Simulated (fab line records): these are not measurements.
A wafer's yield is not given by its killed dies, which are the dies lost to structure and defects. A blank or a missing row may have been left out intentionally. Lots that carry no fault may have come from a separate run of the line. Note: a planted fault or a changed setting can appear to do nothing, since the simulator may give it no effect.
Which tool did it? + flow berkeley-cmos170 + 14 lots, 42 wafers sampled, at 6 steps of a route of 331

WHAT THE GAUGES SHOWED, per wafer
UCB170_FIELD_THK_MEAS_02.
| lot  | measured     | on            | FIELD_OXIDE_THK (nm) |
|------|--------------|---------------|----------------------|
| L923 | day 5 15:29  | film-metro-03 | 548 540 548          |
| L924 | day 5 15:29  | film-metro-04 | 556 560 552          |
| L925 | day 6 05:34  | film-metro-04 | 561 561 563          |
| L926 | day 6 05:35  | film-metro-03 | 568 561 559          |
| L929 | day 6 20:58  | film-metro-04 | 565 568 570          |
| L928 | day 6 20:59  | film-metro-02 | 564 563 568          |
| L927 | day 6 21:01  | film-metro-02 | 558 562 561          |
| L931 | day 7 09:49  | film-metro-04 | 553 549 552          |
| L933 | day 7 09:49  | film-metro-03 | 546 550 549          |
| L930 | day 8 04:58  | film-metro-03 | 577 577 562          |
| L935 | day 8 10:21  | film-metro-04 | 554 560 554          |
| L939 | day 9 02:35  | film-metro-03 | 554 547 555          |
| L943 | day 9 17:36  | film-metro-03 | 551 557 554          |
| L944 | day 10 11:56 | film-metro-04 | 568 569 564          |

UCB170_SDANNEAL_RS_MEAS_05: the measuring method here is four-point-probe.
| lot  | measured     | on            | NLDD_RS (ohm/sq)  |
|------|--------------|---------------|-------------------|
| L923 | day 8 02:35  | film-metro-04 | 617.1 615.5 616.9 |
| L924 | day 8 02:20  | film-metro-01 | 616.8 618.0 616.7 |
| L925 | day 8 21:51  | film-metro-03 | 616.4 617.5 618.1 |
| L926 | day 8 21:38  | film-metro-04 | 614.7 614.5 612.1 |
| L929 | day 9 18:29  | film-metro-03 | 614.3 615.7 614.1 |
| L928 | day 9 18:47  | film-metro-04 | 617.0 614.5 616.7 |
| L927 | day 9 18:18  | film-metro-01 | 616.8 615.8 615.0 |
| L931 | day 9 19:01  | film-metro-03 | 617.3 616.6 615.7 |
| L933 | day 9 18:50  | film-metro-01 | 617.4 616.6 616.9 |
| L930 | day 11 05:12 | film-metro-01 | 616.1 616.8 617.9 |
| L935 | day 11 13:56 | film-metro-01 | 616.4 617.4 619.2 |
| L939 | day 11 22:31 | film-metro-04 | 615.9 617.9 617.0 |
| L943 | day 12 16:56 | film-metro-04 | 616.4 618.6 615.2 |
| L944 | day 13 02:24 | film-metro-04 | 617.9 617.2 617.0 |

UCB170_CONTACT_CD_MEAS_15 targets a cd of 700 nm.
| lot  | measured     | on        | cd-nm (nm)        |
|------|--------------|-----------|-------------------|
| L923 | day 8 09:41  | cd-sem-01 | 701.7 701.7 701.1 |
| L924 | day 8 09:44  | cd-sem-02 | 703.5 703.4 703.0 |
| L925 | day 9 03:41  | cd-sem-02 | 701.0 701.6 701.6 |
| L926 | day 9 02:46  | cd-sem-02 | 699.8 698.5 699.3 |
| L929 | day 10 01:16 | cd-sem-01 | 700.5 699.1 700.5 |
| L928 | day 10 01:21 | cd-sem-02 | 700.5 700.4 700.8 |
| L927 | day 10 00:08 | cd-sem-02 | 698.7 700.5 700.1 |
| L931 | day 10 01:34 | cd-sem-02 | 700.4 700.6 700.6 |
| L933 | day 10 01:24 | cd-sem-01 | 698.9 698.6 696.7 |
| L930 | day 11 09:35 | cd-sem-01 | 699.7 700.3 699.3 |
| L935 | day 11 21:40 | cd-sem-02 | 699.2 698.6 699.3 |
| L939 | day 12 04:22 | cd-sem-02 | 701.5 701.6 700.3 |
| L943 | day 13 00:20 | cd-sem-02 | 699.5 701.7 699.3 |
| L944 | day 13 07:42 | cd-sem-02 | 701.9 701.0 702.7 |

UCB170_M1_CD_MEAS_90 targets a cd of 700 nm.
| lot  | measured     | on        | cd-nm (nm)        |
|------|--------------|-----------|-------------------|
| L923 | day 8 12:03  | cd-sem-02 | 699.0 699.3 701.0 |
| L924 | day 8 12:19  | cd-sem-02 | 698.2 697.0 698.2 |
| L925 | day 9 06:05  | cd-sem-02 | 696.3 700.4 697.7 |
| L926 | day 9 05:10  | cd-sem-02 | 703.7 701.4 700.0 |
| L929 | day 10 03:50 | cd-sem-01 | 699.3 701.7 700.3 |
| L928 | day 10 03:58 | cd-sem-02 | 701.5 701.3 701.0 |
| L927 | day 10 02:42 | cd-sem-02 | 697.3 700.5 696.3 |
| L931 | day 10 04:20 | cd-sem-02 | 702.9 705.3 703.3 |
| L933 | day 10 03:57 | cd-sem-01 | 702.0 701.0 701.7 |
| L930 | day 11 12:10 | cd-sem-01 | 685.5 698.4 698.8 |
| L935 | day 12 01:05 | cd-sem-02 | 689.7 699.4 701.3 |
| L939 | day 12 06:51 | cd-sem-01 | 700.4 700.1 699.2 |
| L943 | day 13 02:50 | cd-sem-02 | 698.9 698.5 698.4 |
| L944 | day 13 11:16 | cd-sem-01 | 700.2 702.9 701.5 |

WHAT TOOL EACH LOT RAN ON (gives the tool, then ch and the chambers of the sampled wafers, and finally the start)
| lot  | UCB170_M1_METAL_ETCH_12           | UCB170_M1_STRIP_13                   |
|------|-----------------------------------|--------------------------------------|
| L923 | rie-metal-03 ch 0,1, day 8 11:47  | plasma-asher-02 ch 0,1, day 8 11:56  |
| L924 | rie-metal-04 ch 0,1, day 8 12:05  | plasma-asher-01 ch 0,1, day 8 12:12  |
| L925 | rie-metal-02 ch 0,1, day 9 05:51  | plasma-asher-02 ch 0,1, day 9 05:59  |
| L926 | rie-metal-04 ch 0,1, day 9 04:55  | plasma-asher-01 ch 0,1, day 9 05:03  |
| L929 | rie-metal-03 ch 1, day 10 03:30   | plasma-asher-01 ch 0,1, day 10 03:43 |
| L928 | rie-metal-02 ch 0,1, day 10 03:43 | plasma-asher-02 ch 0,1, day 10 03:50 |
| L927 | rie-metal-04 ch 0,1, day 10 02:27 | plasma-asher-04 ch 0,1, day 10 02:35 |
| L931 | rie-metal-03 ch 1, day 10 03:58   | plasma-asher-01 ch 0,1, day 10 04:14 |
| L933 | rie-metal-04 ch 0,1, day 10 03:43 | plasma-asher-04 ch 0,1, day 10 03:51 |
| L930 | rie-metal-04 ch 0,1, day 11 11:56 | plasma-asher-01 ch 0,1, day 11 12:04 |
| L935 | rie-metal-04 ch 0,1, day 12 00:52 | plasma-asher-02 ch 0,1, day 12 00:59 |
| L939 | rie-metal-03 ch 0,1, day 12 06:37 | plasma-asher-01 ch 0,1, day 12 06:44 |
| L943 | rie-metal-03 ch 0,1, day 13 02:36 | plasma-asher-01 ch 0,1, day 13 02:44 |
| L944 | rie-metal-03 ch 0,1, day 13 11:02 | plasma-asher-01 ch 0,1, day 13 11:10 |
- UCB170_M1_METAL_ETCH_12: etches Al in Cl2/BCl3, stops on PSG, target depth 780 nm, time 130 s.
- UCB170_M1_STRIP_13: strips in O2.

AS READ BY THE TOOLS THEMSELVES (means over the sampled wafers that have a number; for cases with no such wafer, the mark the record gives instead)
UCB170_M1_METAL_ETCH_12.
| lot  | tool         | drypump-motor-current-A (A) | oes-product-au (a.u.) | rf-fwd-power-W (W) | throttle-valve-pct (%) |
|------|--------------|-----------------------------|-----------------------|--------------------|------------------------|
| L923 | rie-metal-03 | 5.6                         | 0.856                 | 597.5              | 24.16                  |
| L924 | rie-metal-04 | 5.8                         | 0.849                 | 597.1              | 24.20                  |
| L925 | rie-metal-02 | 5.3                         | 0.861                 | 597.6              | 24.34                  |
| L926 | rie-metal-04 | 5.7                         | 0.857                 | 597.4              | 24.17                  |
| L929 | rie-metal-03 | 6.1                         | 0.832                 | 595.9              | 24.50                  |
| L928 | rie-metal-02 | 5.1                         | 0.867                 | 597.7              | 24.29                  |
| L927 | rie-metal-04 | 5.7                         | 0.861                 | 597.6              | 24.17                  |
| L931 | rie-metal-03 | 6.0                         | 0.826                 | 597.9              | 24.51                  |
| L933 | rie-metal-04 | 5.7                         | 0.865                 | 597.9              | 24.16                  |
| L930 | rie-metal-04 | 5.7                         | 0.863                 | 676.9              | 24.17                  |
| L935 | rie-metal-04 | 5.7                         | 0.855                 | 677.3              | 24.17                  |
| L939 | rie-metal-03 | 5.9                         | 0.834                 | 597.1              | 24.32                  |
| L943 | rie-metal-03 | 5.9                         | 0.833                 | 598.7              | 24.32                  |
| L944 | rie-metal-03 | 5.7                         | 0.838                 | 597.8              | 24.13                  |

UCB170_M1_STRIP_13.
| lot  | tool            | drypump-motor-current-A (A) | o2-flow-sccm (sccm) | oes-product-au (a.u.) |
|------|-----------------|-----------------------------|---------------------|-----------------------|
| L923 | plasma-asher-02 | 6.1                         | 399.7               | 0.723                 |
| L924 | plasma-asher-01 | 5.6                         | 400.3               | 0.723                 |
| L925 | plasma-asher-02 | 6.1                         | 401.1               | 0.718                 |
| L926 | plasma-asher-01 | 5.6                         | 399.9               | 0.721                 |
| L929 | plasma-asher-01 | 5.7                         | 399.6               | 0.719                 |
| L928 | plasma-asher-02 | 5.7                         | 398.8               | 0.721                 |
| L927 | plasma-asher-04 | 5.5                         | 398.8               | 0.719                 |
| L931 | plasma-asher-01 | 5.6                         | 399.2               | 0.721                 |
| L933 | plasma-asher-04 | 5.5                         | 401.0               | 0.724                 |
| L930 | plasma-asher-01 | 5.6                         | 399.3               | 0.678                 |
| L935 | plasma-asher-02 | 5.7                         | 399.7               | 0.682                 |
| L939 | plasma-asher-01 | 5.6                         | 400.2               | 0.718                 |
| L943 | plasma-asher-01 | 5.7                         | 399.2               | 0.725                 |
| L944 | plasma-asher-01 | 5.7                         | 400.0               | 0.716                 |

THE ANSWER, worked out from the rows above alone
Rule: usual is defined by the lots themselves. The widest of any qualifying gaps counts: lots, ordered by their means at a reading, are off when they make up no more than a third of the lots, leave a main group of 4 or more, and stand apart from it by 3 or more times the standard deviation of that group's means. A main group whose means are all the same, to the digits that the tables above print for the reading, isn't used. A lot without any number at a reading at which 4 lots or more have one is off too. Where the step has rows for the other lots, those lots are counted as sound. The gauges are gone through in route order, then the tools' own readings, and for those a lot's mean is taken as printed above. The first step at which some lot is off is used, and at that step the reading that is off furthest; a lot without a number counts as furthest.
Off, at UCB170_M1_METAL_ETCH_12 on rf-fwd-power-W: L930, L935. Mean 597.5 W and standard deviation 0.63 in the main group.
A tool fits if, at that step or a process step before it, it ran every lot that is off, and no sound lot after the first of them. One fits: rie-metal-04 at UCB170_M1_METAL_ETCH_12. A fault onset in the window from L933 (day 10 03:43, its last sound lot) to L930 (day 11 11:56, its first lot off) fits.
On the lots that are off, the tool's own readings at UCB170_M1_METAL_ETCH_12 differ by more than 5 times the standard deviation of the sound lots' means, which bears it out; rf-fwd-power-W reads 677.1 W there versus 597.5 W on the sound lots.

WHAT WAS PUT IN BY THE SIMULATOR
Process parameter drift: rie-metal-04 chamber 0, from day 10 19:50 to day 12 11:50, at UCB170_M1_METAL_ETCH_12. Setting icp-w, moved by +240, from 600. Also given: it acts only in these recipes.
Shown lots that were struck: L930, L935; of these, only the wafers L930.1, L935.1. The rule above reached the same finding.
